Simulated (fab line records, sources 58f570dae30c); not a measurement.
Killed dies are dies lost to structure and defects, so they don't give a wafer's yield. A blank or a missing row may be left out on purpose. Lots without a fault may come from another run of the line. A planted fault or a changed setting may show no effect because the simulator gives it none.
Which tool did it? | flow berkeley_cmos170 | 14 lots, 42 wafers sampled, at 2 steps of a route of 331

WHAT THE GAUGES READ, wafer by wafer
UCB170_PWELL_TW_MEAS_17. Usual: PWELL_TW 378, standard deviation 3.9.
lot  | measured    | on            | PWELL_TW    | flag
L526 | day 3 12:15 | film_metro-02 | 384 384 385 |
L525 | day 3 12:31 | film_metro-01 | 378 378 377 |
L528 | day 3 16:01 | film_metro-03 | 376 377 378 |
L530 | day 4 03:59 | film_metro-03 | 378 380 380 |
L529 | day 4 04:32 | film_metro-03 | 378 379 380 |
L533 | day 4 20:49 | film_metro-01 | 373 374 372 |
L535 | day 5 06:59 | film_metro-01 | 377 376 375 |
L534 | day 5 07:05 | film_metro-03 | 363 366 362 | OFF
L536 | day 6 01:04 | film_metro-01 | 363 363 362 | OFF
L543 | day 7 09:50 | film_metro-03 | 374 375 376 |
L544 | day 7 23:28 | film_metro-01 | 377 378 377 |
L546 | day 8 05:05 | film_metro-01 | 373 373 373 |
L548 | day 8 05:12 | film_metro-03 | 378 376 380 |
L547 | day 8 05:20 | film_metro-02 | 382 383 383 |

WHICH TOOL RAN EACH LOT (tool, then ch and the chambers of the sampled wafers, then the start)
lot  | UCB170_PWELL_IMPLANT_15
L526 | implanter-03 ch 0, day 3 12:01
L525 | implanter-04 ch 0, day 3 12:17
L528 | implanter-01 ch 0, day 3 15:46
L530 | implanter-03 ch 0, day 4 03:44
L529 | implanter-01 ch 0, day 4 04:17
L533 | implanter-03 ch 0, day 4 20:34
L535 | implanter-04 ch 0, day 5 06:46
L534 | implanter-03 ch 0, day 5 06:50
L536 | implanter-03 ch 0, day 6 00:50
L543 | implanter-01 ch 0, day 7 09:35
L544 | implanter-01 ch 0, day 7 23:14
L546 | implanter-04 ch 0, day 8 04:50
L548 | implanter-01 ch 0, day 8 04:57
L547 | implanter-04 ch 0, day 8 05:08
- UCB170_PWELL_IMPLANT_15

WHAT THE TOOLS THEMSELVES READ (means of the sampled wafers that have a number; where no wafer has one, the mark that the record gives instead)
UCB170_PWELL_IMPLANT_15. Usual: beam_energy_keV 59.998, standard deviation 0.018; beam_on_s 10.02 s, standard deviation 0.2; dose_ions_cm2 5e+12, standard deviation 5.2e+09; faraday_current_uA 15.8, standard deviation 0.31.
lot  | tool         | beam_energy_keV | beam_on_s (s) | dose_ions_cm2 | faraday_current_uA | flag
L526 | implanter-03 | 59.996          | 10.15         | 5e+12         | 15.6               |
L525 | implanter-04 | 59.994          | 9.98          | 5e+12         | 15.9               |
L528 | implanter-01 | 59.975          | 9.91          | 5e+12         | 16.0               |
L530 | implanter-03 | 60.002          | 10.04         | 5e+12         | 15.8               |
L529 | implanter-01 | 60.010          | 9.93          | 5e+12         | 16.0               |
L533 | implanter-03 | 60.001          | 10.03         | 5e+12         | 15.8               |
L535 | implanter-04 | 59.984          | 9.88          | 5e+12         | 16.0               |
L534 | implanter-03 | 60.010          | 10.03         | 4e+12         | 14.0               | OFF
L536 | implanter-03 | 59.988          | 10.08         | 4e+12         | 13.9               | OFF
L543 | implanter-01 | 60.010          | 10.17         | 5e+12         | 15.6               |
L544 | implanter-01 | 59.999          | 10.02         | 5e+12         | 15.8               |
L546 | implanter-04 | 60.006          | 9.77          | 5e+12         | 16.2               |
L548 | implanter-01 | 59.983          | 10.14         | 5e+12         | 15.7               |
L547 | implanter-04 | 60.018          | 9.95          | 5e+12         | 15.9               |

THE ANSWER, worked out from the rows above alone
Rule: a lot is off if the mean of its wafers that have a number lies more than 3 standard deviations from the usual mean. A lot without any number at a reading at which 4 lots or more have one is off too. The other lots that the step has rows for count as sound. The gauges are gone through in route order, then the tools' own readings, and for those a lot's mean is taken as printed above. The first step at which some lot is off is used, and at that step the reading that is off furthest; a lot without a number counts as furthest.
Off: L534, L536, at UCB170_PWELL_TW_MEAS_17 (PWELL_TW).
A tool fits if, at a process step before that reading, it ran every lot that is off, and no sound lot after the first of them. The gauges at UCB170_PWELL_TW_MEAS_17 aren't tried: what is off there is off at UCB170_PWELL_IMPLANT_15 too, on other tools, and a gauge's error can't cause that. One fits: implanter-03 at UCB170_PWELL_IMPLANT_15. Its last sound lot is L533 (day 4 20:34), its first lot that is off L534 (day 5 06:50): a fault that began between those two fits.
The tool's own readings at UCB170_PWELL_IMPLANT_15 bear it out: on the lots that are off they differ by more than 5 times the standard deviation of the sound lots' means. dose_ions_cm2 reads 4e+12 there against 5e+12 on the sound lots; faraday_current_uA reads 13.9 there against 15.9 on the sound lots.

WHAT THE SIMULATOR HAD PUT IN
Process parameter drift: implanter-03, from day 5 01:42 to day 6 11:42, at UCB170_PWELL_IMPLANT_15. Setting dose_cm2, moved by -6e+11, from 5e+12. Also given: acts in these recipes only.
Lots struck among those shown: L534, L536. The rule above found the same.
